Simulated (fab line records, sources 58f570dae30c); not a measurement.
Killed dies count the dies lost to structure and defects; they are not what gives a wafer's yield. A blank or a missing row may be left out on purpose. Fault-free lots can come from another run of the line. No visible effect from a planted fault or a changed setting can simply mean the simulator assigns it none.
The tool behind it: which one? | flow berkeleyCmos170 | Sampling: 15 lots, 45 wafers, 5 of 331 route steps

WHAT THE GAUGES SHOWED, per wafer
UCB170_PFIELD_TW_MEAS_09. Usual: for PFIELD_TW the level is 601 and the standard deviation is 10.
lot  | measured    | on           | PFIELD_TW   | flag
L296 | day 4 03:23 | filmMetro-02 | 590 592 592 | 
L298 | day 4 22:55 | filmMetro-04 | 612 613 613 | 
L299 | day 5 06:58 | filmMetro-04 | 610 613 608 | 
L300 | day 5 05:10 | filmMetro-04 | 612 615 612 | 
L301 | day 5 21:49 | filmMetro-01 | 606 605 603 | 
L302 | day 5 14:11 | filmMetro-01 | 605 604 604 | 
L303 | day 5 14:25 | filmMetro-04 | 611 612 614 | 
L304 | day 5 21:29 | filmMetro-02 | 586 594 590 | 
L306 | day 6 02:06 | filmMetro-02 | 587 590 590 | 
L307 | day 6 07:54 | filmMetro-01 | 605 606 606 | 
L309 | day 7 06:56 | filmMetro-02 | 588 588 589 | 
L311 | day 7 06:32 | filmMetro-04 | 608 607 608 | 
L315 | day 8 08:56 | filmMetro-04 | 612 609 609 | 
L316 | day 8 21:32 | filmMetro-02 | 586 588 587 | 
L317 | day 8 21:08 | filmMetro-01 | 604 604 600 | 

UCB170_GATE_THK_MEAS_05. Usual: for GATE_POLY_THK the level is 214.8 nm and the standard deviation is 2.4.
lot  | measured     | on           | GATE_POLY_THK (nm) | flag
L296 | day 5 20:34  | filmMetro-01 | 210.0 209.5 211.5  | 
L298 | day 6 21:15  | filmMetro-03 | 217.3 215.4 215.9  | 
L299 | day 7 04:20  | filmMetro-01 | 216.7 218.2 217.0  | 
L300 | day 7 04:20  | filmMetro-02 | 217.0 217.2 216.5  | 
L301 | day 7 16:36  | filmMetro-03 | 213.9 211.8 214.6  | 
L302 | day 7 07:20  | filmMetro-02 | 212.9 212.8 213.5  | 
L303 | day 7 07:20  | filmMetro-01 | 211.9 210.6 210.9  | 
L304 | day 7 16:32  | filmMetro-03 | 215.8 217.4 214.6  | 
L306 | day 7 16:32  | filmMetro-02 | 212.5 213.8 213.7  | 
L307 | day 8 04:51  | filmMetro-02 | 214.4 215.2 217.4  | 
L309 | day 8 20:41  | filmMetro-02 | 214.2 214.1 215.2  | 
L311 | day 8 20:45  | filmMetro-02 | 212.1 214.2 212.9  | 
L315 | day 10 03:11 | filmMetro-01 | 91.4 92.4 91.0     | OFF
L316 | day 10 08:26 | filmMetro-01 | 89.7 90.7 91.3     | OFF
L317 | day 10 08:28 | filmMetro-02 | 91.9 94.5 92.4     | OFF

WHAT TOOL EACH LOT RAN ON (gives the tool, then ch and the chambers of the sampled wafers, and finally the start)
lot  | UCB170_ZERO_ETCH_06              | UCB170_PWELL_ETCH_14             | UCB170_GATE_CVD_04
L296 | rieDiel-01 ch 0,3, day 1 19:37   | rieDiel-02 ch 1,3, day 3 01:14   | lpcvd-02 ch 1, day 5 19:06
L298 | rieDiel-01 ch 0,1,3, day 2 10:04 | rieDiel-04 ch 0,1,3, day 3 17:32 | lpcvd-01 ch 0, day 6 19:51
L299 | rieDiel-04 ch 0,1, day 2 15:01   | rieDiel-03 ch 0,1,3, day 3 21:13 | lpcvd-01 ch 1, day 7 02:56
L300 | rieDiel-03 ch 2,3, day 2 15:10   | rieDiel-02 ch 2,3, day 3 21:28   | lpcvd-01 ch 0, day 7 02:56
L301 | rieDiel-03 ch 0,2,3, day 3 00:43 | rieDiel-03 ch 0,1,3, day 4 12:31 | lpcvd-02 ch 1, day 7 14:26
L302 | rieDiel-01 ch 1,2, day 3 05:05   | rieDiel-03 ch 0,2,3, day 4 11:45 | lpcvd-01 ch 1, day 7 05:56
L303 | rieDiel-03 ch 0,1,2, day 3 09:35 | rieDiel-02 ch 0,1,3, day 4 12:00 | lpcvd-01 ch 1, day 7 05:56
L304 | rieDiel-01 ch 2,3, day 3 09:49   | rieDiel-03 ch 0,1,3, day 4 14:04 | lpcvd-02 ch 1, day 7 14:26
L306 | rieDiel-03 ch 1,2,3, day 3 20:11 | rieDiel-03 ch 0,1,2, day 4 20:33 | lpcvd-02 ch 1, day 7 14:26
L307 | rieDiel-04 ch 0,1,3, day 4 00:39 | rieDiel-04 ch 0,3, day 5 03:05   | lpcvd-01 ch 0, day 8 03:26
L309 | rieDiel-03 ch 0,1, day 4 15:28   | rieDiel-04 ch 2,3, day 5 17:25   | lpcvd-01 ch 1, day 8 18:35
L311 | rieDiel-03 ch 0,1, day 4 19:40   | rieDiel-02 ch 0,2,3, day 5 23:53 | lpcvd-01 ch 0, day 8 18:35
L315 | rieDiel-03 ch 1,2,3, day 5 19:44 | rieDiel-04 ch 0,1,3, day 7 03:53 | lpcvd-01 ch 0, day 10 01:47
L316 | rieDiel-04 ch 0,1,3, day 6 02:47 | rieDiel-02 ch 1,3, day 7 11:19   | lpcvd-01 ch 0, day 10 07:02
L317 | rieDiel-03 ch 1,2,3, day 6 08:07 | rieDiel-04 ch 0,2,3, day 7 11:10 | lpcvd-01 ch 1, day 10 07:02
- UCB170_ZERO_ETCH_06: etches SiO2 in CHF3/CF4/Ar, time 12 s.
- UCB170_PWELL_ETCH_14: etches Si3N4 in CH3F/Ar/O2, stops on SiO2, target depth 242 nm, time 151 s.
- UCB170_GATE_CVD_04: deposits poly-Si from SiH4, time 1440 s, target thk 214 nm.

AS READ BY THE TOOLS THEMSELVES (means over the sampled wafers that have a number; for cases with no such wafer, the mark the record gives instead)
UCB170_ZERO_ETCH_06. Usual: drypumpMotorCurrentA 5.6 A, standard deviation 0.36; oesProductAu 0.619 a.u., standard deviation 0.0098; throttleValvePct 9.22 %, standard deviation 0.17.
lot  | tool       | drypumpMotorCurrentA (A) | oesProductAu (a.u.) | throttleValvePct (%) | flag
L296 | rieDiel-01 | 5.8                      | 0.622               | 9.45                 | 
L298 | rieDiel-01 | 5.8                      | 0.615               | 9.40                 | 
L299 | rieDiel-04 | 5.5                      | 0.624               | 9.39                 | 
L300 | rieDiel-03 | 5.3                      | 0.611               | 9.10                 | 
L301 | rieDiel-03 | 5.4                      | 0.611               | 9.15                 | 
L302 | rieDiel-01 | 5.5                      | 0.615               | 9.24                 | 
L303 | rieDiel-03 | 5.3                      | 0.620               | 9.06                 | 
L304 | rieDiel-01 | 5.6                      | 0.622               | 9.29                 | 
L306 | rieDiel-03 | 5.5                      | 0.616               | 9.12                 | 
L307 | rieDiel-04 | 5.5                      | 0.625               | 9.32                 | 
L309 | rieDiel-03 | 5.3                      | 0.614               | 9.11                 | 
L311 | rieDiel-03 | 5.3                      | 0.616               | 9.11                 | 
L315 | rieDiel-03 | 5.5                      | 0.609               | 9.12                 | 
L316 | rieDiel-04 | 5.5                      | 0.623               | 9.32                 | 
L317 | rieDiel-03 | 5.5                      | 0.621               | 9.11                 | 

UCB170_PWELL_ETCH_14. Usual: drypumpMotorCurrentA 5.6 A, standard deviation 0.37; oesProductAu 0.946 a.u., standard deviation 0.014; throttleValvePct 8.00 %, standard deviation 0.12.
lot  | tool       | drypumpMotorCurrentA (A) | oesProductAu (a.u.) | throttleValvePct (%) | flag
L296 | rieDiel-02 | 5.5                      | 0.941               | 7.95                 | 
L298 | rieDiel-04 | 5.5                      | 0.946               | 8.12                 | 
L299 | rieDiel-03 | 5.6                      | 0.944               | 7.99                 | 
L300 | rieDiel-02 | 5.7                      | 0.940               | 8.01                 | 
L301 | rieDiel-03 | 5.5                      | 0.940               | 7.99                 | 
L302 | rieDiel-03 | 5.3                      | 0.929               | 7.96                 | 
L303 | rieDiel-02 | 5.4                      | 0.937               | 7.99                 | 
L304 | rieDiel-03 | 5.6                      | 0.935               | 7.99                 | 
L306 | rieDiel-03 | 5.3                      | 0.946               | 7.89                 | 
L307 | rieDiel-04 | 5.7                      | 0.952               | 8.10                 | 
L309 | rieDiel-04 | 6.1                      | 0.954               | 7.91                 | 
L311 | rieDiel-02 | 5.5                      | 0.944               | 8.05                 | 
L315 | rieDiel-04 | 5.5                      | 0.955               | 8.12                 | 
L316 | rieDiel-02 | 5.6                      | 0.931               | 7.94                 | 
L317 | rieDiel-04 | 5.9                      | 0.950               | 8.05                 | 

UCB170_GATE_CVD_04. Usual: spikeTcCentreC 612.7 C, standard deviation 1.1; spikeTcLoadC 630 C, standard deviation 3.9; spikeTcSourceC 629.7 C, standard deviation 1.5; susceptorTempC 609.98 C, standard deviation 0.28; zonePowerSourcePct 11.8 %, standard deviation 1.1.
lot  | tool     | spikeTcCentreC (C) | spikeTcLoadC (C) | spikeTcSourceC (C) | susceptorTempC (C) | zonePowerSourcePct (%) | flag
L296 | lpcvd-02 | 613.7              | 624              | 629.5              | 610.08             | 10.7                   | 
L298 | lpcvd-01 | 612.8              | 632              | 628.5              | 610.09             | 11.2                   | 
L299 | lpcvd-01 | 611.7              | 633              | 629.7              | 610.12             | 13.2                   | 
L300 | lpcvd-01 | 612.6              | 632              | 628.7              | 610.21             | 11.2                   | 
L301 | lpcvd-02 | 613.7              | 626              | 629.7              | 609.77             | 10.7                   | 
L302 | lpcvd-01 | 611.8              | 633              | 630.3              | 610.06             | 13.2                   | 
L303 | lpcvd-01 | 612.6              | 633              | 630.7              | 610.04             | 13.2                   | 
L304 | lpcvd-02 | 613.7              | 624              | 630.0              | 610.12             | 10.7                   | 
L306 | lpcvd-02 | 612.7              | 623              | 630.0              | 610.42             | 10.8                   | 
L307 | lpcvd-01 | 612.5              | 632              | 627.9              | 609.68             | 11.1                   | 
L309 | lpcvd-01 | 611.6              | 632              | 631.2              | 609.89             | 13.2                   | 
L311 | lpcvd-01 | 612.2              | 632              | 626.9              | 609.78             | 11.1                   | 
L315 | lpcvd-01 | 577.4              | 595              | 591.7              | 574.46             | 9.9                    | OFF
L316 | lpcvd-01 | 577.6              | 596              | 592.9              | 575.07             | 10.0                   | OFF
L317 | lpcvd-01 | 576.6              | 597              | 593.3              | 574.63             | 11.9                   | OFF

THE ANSWER, worked out from the rows above alone
Rule: take the mean of a lot's wafers that have a number; if it is more than 3 standard deviations from the usual mean, the lot is off. A lot without any number at a reading at which 4 lots or more have one is off too. Where the step has rows for the other lots, those lots are counted as sound. Order of review: gauges by route order, followed by the tools' own readings, for which a lot's mean as printed above is used. At the first step where some lot is off, the reading lying furthest off is the one used; lots without a number count as furthest.
Off: L315, L316, L317, at UCB170_GATE_THK_MEAS_05 (GATE_POLY_THK).
If a tool, at a process step before that reading, ran all the lots that are off and no sound lot after the first of them, it fits. Not tried: the gauges at UCB170_GATE_THK_MEAS_05; whatever is off there is also off at UCB170_GATE_CVD_04, on other tools, and gauge error can't account for it. One fits: UCB170_GATE_CVD_04 on lpcvd-01. Its last sound lot is L309 (day 8 18:35), its first lot that is off L315 (day 10 01:47): a fault that began between those two fits.
The tool's own readings at UCB170_GATE_CVD_04 bear it out: on the lots that are off they differ by more than 5 times the standard deviation of the sound lots' means. spikeTcCentreC reads 577.2 C there against 612.6 C on the sound lots; spikeTcLoadC reads 596 C there against 630 C on the sound lots; spikeTcSourceC reads 592.6 C there against 629.4 C on the sound lots; susceptorTempC reads 574.72 C there against 610.02 C on the sound lots.

WHAT THE SIMULATOR HAD PUT IN
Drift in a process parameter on lpcvd-01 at UCB170_GATE_CVD_04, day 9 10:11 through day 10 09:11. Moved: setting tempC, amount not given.
Struck lots among those shown: L315, L317, L316. The rule above found the same.
